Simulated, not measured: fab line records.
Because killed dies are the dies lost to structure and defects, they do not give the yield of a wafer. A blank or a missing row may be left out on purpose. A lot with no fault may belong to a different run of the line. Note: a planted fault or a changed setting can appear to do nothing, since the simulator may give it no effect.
Struck lot and sound lot, side by side    flow berkeley_cmos170    17 out of 331 route steps
Sound: wafers L394.1, L394.3, L394.4. Struck: wafers L403.1, L403.2, L403.4. The cause is given at the end.
Per side, at each step with rows, come the tool, then ch with its chambers, and then its first start. Under that, the readings that differ: sound wafers    struck wafers    difference of the means    sigmas: that difference in standard deviations of wafers without a fault.
alike: readings whose means differ by less than 2 such deviations, and words and numbers that are the same on both sides. not compared: withheld readings, readings that some wafer has no value for, bounds like >300 that may hide the same value, and numbers for which the record gives no deviation and whose values overlap.
Wherever a step has rows on one side only, a row that says differs or no value, or a row with sigmas, the two part there. Non-overlapping numbers with no deviation appear without sigmas and do not part them. A reading missing from all wafers of one side parts the sides only when that side holds two or more wafers.

UCB170_CONTACT_STRIP_06: strips in O2.
  sound on plasma_asher-04 ch 0,1, day 8 15:56; struck on plasma_asher-01 ch 0,1, day 10 02:17
reading                       sound              struck             difference  sigmas
strip_time_to_endpoint_s (s)  21.95 21.97 22.00  21.81 21.78 21.84  -0.16       -2
  alike: drypump_motor_current_A, oes_product_au
  not compared: rf_hours_counter_h
then, 1 step without rows for these wafers: UCB170_CONTACT_CLEAN_07 (cleans in SPM, time 600 s).
UCB170_CONTACT_RTA_08: time 10 s.
  sound on rtp_anneal-01 ch 0, day 8 16:17; struck on rtp_anneal-02 ch 0, day 10 03:47
reading             sound           struck          difference  sigmas
lamp_power_pct (%)  25.8 25.8 25.8  21.1 21.1 21.1  -4.7        -2
  alike: wafer_temp_C_max
then, 6 steps without rows for these wafers: UCB170_CONTACT_COAT_09; UCB170_CONTACT_COAT_10 (resist thk 900 nm); UCB170_CONTACT_SOFTBAKE_11 (time 60 s); UCB170_CONTACT_EXPOSE_12 (exposes mask CONT, target cd 700 nm); UCB170_CONTACT_PEB_13; UCB170_CONTACT_DEVELOP_14 (develop time 45 s).
UCB170_CONTACT_CD_MEAS_15 targets a cd of 700 nm.
  struck on cd_sem-02, day 10 05:02; sound on cd_sem-02, day 8 18:26
  alike: cd_nm
UCB170_CONTACT_OVL_MEAS_16:
  struck on overlay-01, day 10 05:09; sound on overlay-02, day 8 18:33
  alike: CONTACT_OVL
UCB170_CONTACT_ETCH_17: etches BARC in N2/H2.
  sound on rie_diel-03 ch 0,2,3, day 8 18:35; struck on rie_diel-02 ch 0,1,3, day 10 05:11
  alike: bias_w, chamber_pressure_mTorr, drypump_motor_current_A, n2_flow_sccm, oes_product_au, throttle_valve_pct
UCB170_CONTACT_ETCH_18: etches PSG in CHF3/CF4/Ar, stops on TiSi2, target depth 840 nm, time 195 s.
  sound on rie_diel-03 ch 0,2,3, day 8 18:00; struck on rie_diel-02 ch 0,1,3, day 10 05:00
  no value came back on the struck wafers for any of 5 readings (CHF3_flow_sccm (sccm), cf4_flow_sccm (sccm) and others); on the sound wafers CHF3_flow_sccm (sccm) reads 44.74 44.66 44.86
reading                                   sound              struck             difference  sigmas
model.KrF_of_CONTACT_COAT_10.thk_nm (nm)  693.2 693.8 692.8  882.5 880.3 882.5  +188.5      
  not compared: rf_hours_counter_h
UCB170_CONTACT_STRIP_19: strips in O2.
  sound on plasma_asher-03 ch 0,1, day 8 18:45; struck on plasma_asher-03 ch 0,1, day 10 05:21
  alike: drypump_motor_current_A, oes_product_au
  not compared: rf_hours_counter_h
UCB170_CONTACT_CD_MEAS_90 targets a cd of 700 nm.
  struck on cd_sem-01, day 10 05:28; sound on cd_sem-02, day 8 18:51
reading     sound              struck  difference                     sigmas
cd_nm (nm)  699.7 700.2 698.6  - - -   no value on the struck wafers  
then, 1 step without rows for these wafers: UCB170_CONTACT_CLEAN_20 (cleans in SPM, time 600 s).
UCB170_M3_PROBE_99:
  record: rows for the struck wafers here (prober-01, day 10 20:35), none for the sound ones

## WHERE THEY PART
At UCB170_CONTACT_STRIP_06 first; at UCB170_M3_PROBE_99 last (within this record only).

WHY: what had been put in by the simulator
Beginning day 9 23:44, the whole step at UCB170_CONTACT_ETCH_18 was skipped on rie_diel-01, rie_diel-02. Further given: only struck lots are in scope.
